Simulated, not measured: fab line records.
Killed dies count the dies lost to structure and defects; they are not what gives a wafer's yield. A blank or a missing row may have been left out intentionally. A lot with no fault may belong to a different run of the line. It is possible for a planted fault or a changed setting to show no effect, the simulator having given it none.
2 desks looking at one fault || flow berkeleyCmos170 || each desk has only its own numbers; what lay behind them comes last

== DESK OF THE TOOL OWNER: implanter-03 ==
UCB170_NWELL_IMPLANT_14, tool's own readings: per-lot mean of the sampled wafers with a number, covering each lot this tool ran. If a lot's mean is further than 4 standard deviations from the usual mean, the lot is out of limits and carries the mark OUT (the distance appears in the brackets).
Columns: A = beamOnS at UCB170_NWELL_IMPLANT_14, usual 10.00 s; B = faradayCurrentUA at UCB170_NWELL_IMPLANT_14, usual 31.7
{"lot": "L843", "first seen here": "day 2 19:34", "A": 10.07, "B": 31.4}
{"lot": "L849", "first seen here": "day 4 07:28", "A": 9.87, "B": 32.2}
{"lot": "L853", "first seen here": "day 5 01:16", "A": 10.22, "B": 31.0}
{"lot": "L861", "first seen here": "day 6 13:31", "A": "7.61 (-12) OUT", "B": "41.6 (+16) OUT"}
{"lot": "L863", "first seen here": "day 7 03:22", "A": "7.93 (-10) OUT", "B": "40.0 (+14) OUT"}
Finding of this desk: L861, L863 out of limits; the first was L861 at day 6 13:31, on beamOnS at UCB170_NWELL_IMPLANT_14. L843, L849, L853: within limits.

== METROLOGY DESK ==
Means of the sampled wafers that have a number, per lot and without regard to the tool the lot ran on: this is what the gauges read. If a lot's mean is further than 4 standard deviations from the usual mean, the lot is out of limits and carries the mark OUT (the distance appears in the brackets).
Columns: A = NWELL_TW at UCB170_NWELL_TW_MEAS_16, usual 1250; B = PFIELD_OVL at UCB170_PFIELD_OVL_MEAS_06, usual -2 nm; C = NVT_TW at UCB170_NVT_TW_MEAS_09, usual 526.7
{"lot": "L842", "first seen here": "day 2 06:37", "A": 1248, "B": -3, "C": 528.8}
{"lot": "L843", "first seen here": "day 2 19:49", "A": 1247, "B": -8, "C": 529.0}
{"lot": "L846", "first seen here": "day 4 07:38", "A": 1244, "B": 1, "C": 530.0}
{"lot": "L849", "first seen here": "day 4 07:41", "A": 1250, "B": -9, "C": 529.1}
{"lot": "L847", "first seen here": "day 4 07:56", "A": 1247, "B": 1, "C": 525.6}
{"lot": "L852", "first seen here": "day 5 01:10", "A": 1261, "B": -3, "C": 526.6}
{"lot": "L851", "first seen here": "day 5 01:25", "A": 1258, "B": 9, "C": 526.0}
{"lot": "L853", "first seen here": "day 5 01:31", "A": 1252, "B": -6, "C": 528.6}
{"lot": "L850", "first seen here": "day 5 01:38", "A": 1258, "B": -4, "C": 522.2}
{"lot": "L854", "first seen here": "day 5 17:28", "A": 1254, "B": -8, "C": 523.6}
{"lot": "L861", "first seen here": "day 6 13:45", "A": "1146 (-17) OUT", "B": 3, "C": 529.1}
{"lot": "L863", "first seen here": "day 7 03:37", "A": "1150 (-17) OUT", "B": -1, "C": 527.1}
{"lot": "L864", "first seen here": "day 7 03:59", "A": 1247, "B": -4, "C": 526.3}
{"lot": "L865", "first seen here": "day 7 11:58", "A": 1242, "B": 7, "C": 523.2}
This desk's result: L861, L863 out of limits, first on L861 (NWELL_TW at UCB170_NWELL_TW_MEAS_16), day 6 13:45. L842, L843, L846, L849, L847, L852, L851, L853, L850, L854, L864, L865: within limits.

== BROUGHT TOGETHER ==
On L861, L863, at day 6 13:31, an alarm was possible from the tool owner's desk.
Metrology desk: alarm possible at day 6 13:45 on L861, L863.
UCB170_NWELL_IMPLANT_14 was run on implanter-03 by each of the lots named.

== WHAT WAS PUT IN BY THE SIMULATOR ==
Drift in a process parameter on implanter-03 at UCB170_NWELL_IMPLANT_14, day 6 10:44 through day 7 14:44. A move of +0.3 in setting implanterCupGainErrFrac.
Shown lots that were struck: L861, L863.
Counting hours from when the fault started, the first reading out of limits came at 3 for the tool owner's desk and at 3 for the metrology desk.
